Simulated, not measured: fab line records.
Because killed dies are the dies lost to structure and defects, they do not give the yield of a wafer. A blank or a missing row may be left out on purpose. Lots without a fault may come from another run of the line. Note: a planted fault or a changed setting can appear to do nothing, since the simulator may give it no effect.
Lot-split experiment -- flow berkeleyCmos170 -- 27 wafers read across 5 lots, on a route 331 steps long

## ON THE SPLIT
At UCB170_M1_SPUTTER_00 (material Al, target thk 600 nm, time 80 s), the setting timeS was moved away from the recipe's 80 s on 12 of the 27 wafers read, by -28.4% to +59.2%. This setting was run at the recipe's value on the other wafers.

## FROM THE SPLIT TO THE READING: what the file shows between them, 5 steps
- UCB170_M1_RS_MEAS_01: measures by four-point-probe
- UCB170_M1_THK_MEAS_02: measures by xrf
- UCB170_M1_COAT_03
- UCB170_M1_COAT_04: resist thk 900 nm
- UCB170_M1_ETCH_11: etches BARC in N2/H2

## THE READING
oesProductAu, in a.u., at UCB170_M1_METAL_ETCH_12 (etches Al in Cl2/BCl3, stops on PSG, target depth 780 nm, time 130 s). Fault-free wafers of this fab line usually give 0.858 a.u., standard deviation 0.01 a.u.

wafer,"tool, chamber at the split","timeS as run, s",against the recipe,"oesProductAu, a.u.",against lot-mates on the recipe
L074.1,"pvdSputter-04, -",80,recipe,0.855,-
L074.2,"pvdSputter-04, -",127.4,+59.2%,1.000,+0.143
L074.3,"pvdSputter-04, -",80,recipe,0.860,-
L074.4,"pvdSputter-04, -",127.4,+59.2%,1.019,+0.162
L074.5,"pvdSputter-04, -",80,recipe,0.855,-
L074.6,"pvdSputter-04, -",127.4,+59.2%,1.004,+0.147
L075.1,"pvdSputter-03, -",80,recipe,0.841,-
L075.2,"pvdSputter-03, -",80,recipe,0.859,-
L075.6,"pvdSputter-03, -",80,recipe,0.839,-
L076.1,"pvdSputter-04, -",97.5,+21.9%,0.965,+0.099
L076.2,"pvdSputter-04, -",97.5,+21.9%,0.972,+0.106
L076.3,"pvdSputter-04, -",97.5,+21.9%,0.987,+0.121
L076.4,"pvdSputter-04, -",80,recipe,0.858,-
L076.5,"pvdSputter-04, -",80,recipe,0.872,-
L076.6,"pvdSputter-04, -",80,recipe,0.869,-
L085.1,"pvdSputter-02, -",80,recipe,0.859,-
L085.2,"pvdSputter-02, -",80,recipe,0.851,-
L085.3,"pvdSputter-02, -",126,+57.5%,1.004,+0.148
L085.4,"pvdSputter-02, -",126,+57.5%,1.003,+0.147
L085.5,"pvdSputter-02, -",126,+57.5%,1.014,+0.158
L085.6,"pvdSputter-02, -",80,recipe,0.859,-
L083.1,"pvdSputter-04, -",80,recipe,0.865,-
L083.2,"pvdSputter-04, -",57.28,-28.4%,0.722,-0.142
L083.3,"pvdSputter-04, -",57.28,-28.4%,0.723,-0.141
L083.4,"pvdSputter-04, -",57.28,-28.4%,0.735,-0.129
L083.5,"pvdSputter-04, -",80,recipe,0.854,-
L083.6,"pvdSputter-04, -",80,recipe,0.872,-

FIT RESULTS
A straight line over all 27 wafers: oesProductAu changes by +0.003 a.u. for each +1% of timeS; r = +0.95; the points scatter about the line by 0.028 a.u.
The same after taking each lot's own level away (the mean of its wafers on the recipe; 27 wafers): +0.00304 a.u. for each +1%; r = +0.96; scatter 0.026 a.u.
The reading moves by 0.18 a.u. for the largest change in timeS, on that fit.
The span of the lots' own levels, 0.8463 to 0.8663 a.u., comes to 2.0 times the standard deviation stated above.
The two slopes agree, so the slope changes little with the lot-to-lot level.
Check: with one of the wafers moved furthest among these (+59.2%) left out of the fit, the line predicts +0.178 a.u. for it against its lot-mates. Against them it came out at +0.143 a.u.

## ADDITIONAL SPLITS CARRIED BY THESE WAFERS
Other splits were also applied to these wafers ahead of the reading. Each is held against what the fit with the lots' levels taken away leaves over:
other split on the same wafers,wafers away from the commonest value,r with oesProductAu (lot level and that fit taken away)
UCB170_NWELL_ETCH_13 targetDepthA,12,-0.43
UCB170_PWELL_OXIDATION_02 oxTimeS,18,+0.12
UCB170_ACTIVE_ETCH_15 timeS,12,-0.51
UCB170_SPACER_ETCHBACK_03 targetDepthA,6,-0.38

## THE WHOLE CHAIN: every reading that the file lists as answering this split, in the file's order
step,what it does,reading,change (the file's fit),r (the file's)
UCB170_M1_SPUTTER_00,"material Al, target thk 600 nm, time 80 s","Al_of_M1_SPUTTER_00.thkNm (the simulator's own value, which no gauge read)",+5.98 nm for each +1% of the setting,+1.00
UCB170_M1_RS_MEAS_01,measures by four-point-probe,M1_AL_RS,"not straight: 0.0675 at the lowest setting, 0.0488 at the recipe, 0.0303 at the highest",not given
UCB170_M1_THK_MEAS_02,measures by xrf,M1_AL_THK,+5.96 for each +1% of the setting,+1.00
UCB170_M1_METAL_ETCH_12,"etches Al in Cl2/BCl3, stops on PSG, target depth 780 nm, time 130 s",oesProductAu,+0.00295 a.u. for each +1% of the setting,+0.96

## FILE'S OWN FIT
oesProductAu changes by +0.00295 a.u. for each +1% of timeS, r = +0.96.
